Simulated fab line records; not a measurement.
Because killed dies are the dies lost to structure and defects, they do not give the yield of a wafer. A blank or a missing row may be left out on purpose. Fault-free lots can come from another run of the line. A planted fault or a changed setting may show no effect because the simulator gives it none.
What tool caused it? -- flow rit_cmos -- 42 wafers from 14 lots sampled at 2 of the route's 202 steps

## WHAT THE GAUGES SHOWED, per wafer
RIT_NRETRO_TW_MEAS_10.
lot,measured,on,NRETRO_TW
L885,day 2 15:10,film_metro-01,1036 1038 1043
L886,day 2 19:56,film_metro-04,1045 1040 1044
L887,day 3 01:04,film_metro-01,1037 1039 1041
L888,day 3 06:49,film_metro-01,1043 1044 1041
L889,day 3 12:33,film_metro-03,1037 1035 1042
L896,day 5 00:26,film_metro-03,1041 1044 1039
L897,day 5 05:38,film_metro-04,1033 1036 1031
L899,day 5 13:40,film_metro-03,1037 1038 1037
L901,day 5 23:22,film_metro-04,1046 1038 1038
L902,day 6 02:17,film_metro-04,1037 1042 1043
L903,day 6 07:48,film_metro-04,1039 1042 1039
L904,day 6 13:08,film_metro-03,1041 1041 1037
L905,day 6 18:29,film_metro-03,1031 1031 1036
L906,day 6 23:52,film_metro-01,1043 1041 1042

RIT_PRETRO_TW_MEAS_10.
lot,measured,on,PRETRO_TW
L885,day 2 16:55,film_metro-03,471 474 472
L886,day 2 21:34,film_metro-02,480 479 478
L887,day 3 02:44,film_metro-02,477 477 478
L888,day 3 08:22,film_metro-04,467 466 464
L889,day 3 14:14,film_metro-04,468 467 470
L896,day 5 02:06,film_metro-02,474 475 475
L897,day 5 07:18,film_metro-03,470 470 472
L899,day 5 15:14,film_metro-02,472 472 474
L901,day 6 00:55,film_metro-04,474 472 473
L902,day 6 03:50,film_metro-02,473 472 472
L903,day 6 09:21,film_metro-02,474 473 473
L904,day 6 14:41,film_metro-04,473 471 472
L905,day 6 20:02,film_metro-02,476 475 473
L906,day 7 01:25,film_metro-02,476 476 478

## EACH LOT AND THE TOOL THAT RAN IT (in order: tool; ch and the chambers of the sampled wafers; start)
The record holds no process step before these readings.

## WHAT THE TOOLS THEMSELVES READ (means of the sampled wafers that have a number; where no wafer has one, the mark that the record gives instead)
The record holds no such reading with a usual standard deviation.

## THE ANSWER, worked out from the rows above alone
Rule: what is usual is taken from the lots themselves. The widest of any qualifying gaps counts: lots, ordered by their means at a reading, are off when they make up no more than a third of the lots, leave a main group of 4 or more, and stand apart from it by 3 or more times the standard deviation of that group's means. If all means in a main group match to the digits the tables above print for the reading, that group is not used. A lot without any number at a reading at which 4 lots or more have one is off too. Any other lot the step has rows for is counted as sound. First the gauges in route order, then the tools' own readings, where a lot's mean is used as printed above. The first step at which some lot is off is used, and at that step the reading that is off furthest; a lot without a number counts as furthest.
None of the lots is off at any reading shown; this tells nothing.

## WHAT WAS PUT IN BY THE SIMULATOR
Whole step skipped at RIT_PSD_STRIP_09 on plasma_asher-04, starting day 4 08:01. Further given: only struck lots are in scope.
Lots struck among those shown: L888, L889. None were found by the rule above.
